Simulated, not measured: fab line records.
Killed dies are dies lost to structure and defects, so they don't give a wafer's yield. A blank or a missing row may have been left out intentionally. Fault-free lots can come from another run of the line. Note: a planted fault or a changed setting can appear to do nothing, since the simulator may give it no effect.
Problem report, 8D (eight disciplines) form, completed by code	flow ritCmos	the parts of the form that need people (team, actions taken, sign-off) are left out

1. WHAT IS WRONG
Across 9 wafers from 3 lots, NRETRO_TW at RIT_NRETRO_TW_MEAS_10 averages 1159, while fault-free wafers read 1052 with a standard deviation of 6.7. That puts it +16 standard deviations away from the usual mean.
Earliest sighting: wafer L452.2 on filmMetro-02 at day 5 03:04. At this step, 45 wafers from 15 lots have a number in the record. Rule for "out", or "out of limits": more than 4 standard deviations from the usual mean. Any other wafer with a number is counted as sound.

2. WHAT THIS IS AND IS NOT
question	is	is not
which readings at this step	NRETRO_TW	-
which lots	L452, L453, L456	L439, L440, L441, L442, L444, L445, L446, L447, L458, L459, L460, L461
which wafers of those lots	all that have a number	-
read on which gauges	filmMetro-01, filmMetro-02, filmMetro-03	-
when	from day 5 03:04	up to then (24 sound wafers); but 12 sound wafers of L458, L459, L460, L461 came after

3. WHAT RULES OUT EACH SUSPECT
Counting: any tool at a process step up to the reading is kept as a suspect provided that every lot that is out went through it and no sound lot did after the first of them.
- the gauge at RIT_NRETRO_TW_MEAS_10: ruled out. 3 gauges (filmMetro-01, filmMetro-02, filmMetro-03) read the wafers that are out.
- implanter-04 at RIT_NRETRO_IMPLANT_08: kept. Every lot that is out went through it, starting with L452 (day 5 02:45), and after that it ran no sound lot; the last sound lot it ran before then is L446 (day 3 16:57). Out on those wafers are its own readings of doseIonsCm2, faradayCurrentUA.
After counting, what remains is implanter-04 at RIT_NRETRO_IMPLANT_08.

4. THE CAUSE (what the simulator had put in)
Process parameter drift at RIT_NRETRO_IMPLANT_08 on implanter-04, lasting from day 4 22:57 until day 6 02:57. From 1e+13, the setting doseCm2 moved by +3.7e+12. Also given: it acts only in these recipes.
After counting, this tool was the only one left.

5. THE CHAIN OF EFFECTS, in route order
One row per reading whose mean, taken over the struck wafers that have a number, lies over 3 standard deviations from the usual. Scope: only readings with a usual standard deviation given in the record; hours: median across lots of the time from each lot's start at the first step in this table that gives one to its start at this step; sigmas: change in usual standard deviations.
hours	step	reading	usual	on struck wafers	change	sigmas
0	RIT_NRETRO_IMPLANT_08	doseIonsCm2	1.0001e+13	1.3699e+13	+3.6983e+12	+99 or more
0	RIT_NRETRO_IMPLANT_08	faradayCurrentUA	31.7	43.2	+11.5	+18
0	RIT_NRETRO_TW_MEAS_10	NRETRO_TW	1052	1159	+107	+16
Process steps it contains:
- RIT_NRETRO_IMPLANT_08

6. HOW IT WOULD HAVE BEEN CAUGHT EARLIER
Counted from the fault's start at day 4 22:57, it took 4 hours until the first out-of-limits reading at a measuring or inspecting step in this record, taken at day 5 03:04.
The tool's own readings at RIT_NRETRO_IMPLANT_08 were out on every struck wafer that the step has a row for (doseIonsCm2, faradayCurrentUA): an alarm limit on them would have fired on the first of those.
Of the lots that are out (3), L453, L456 began RIT_NRETRO_IMPLANT_08 on implanter-04 after day 5 03:04. A hold on the tool at that time would have spared those 2.
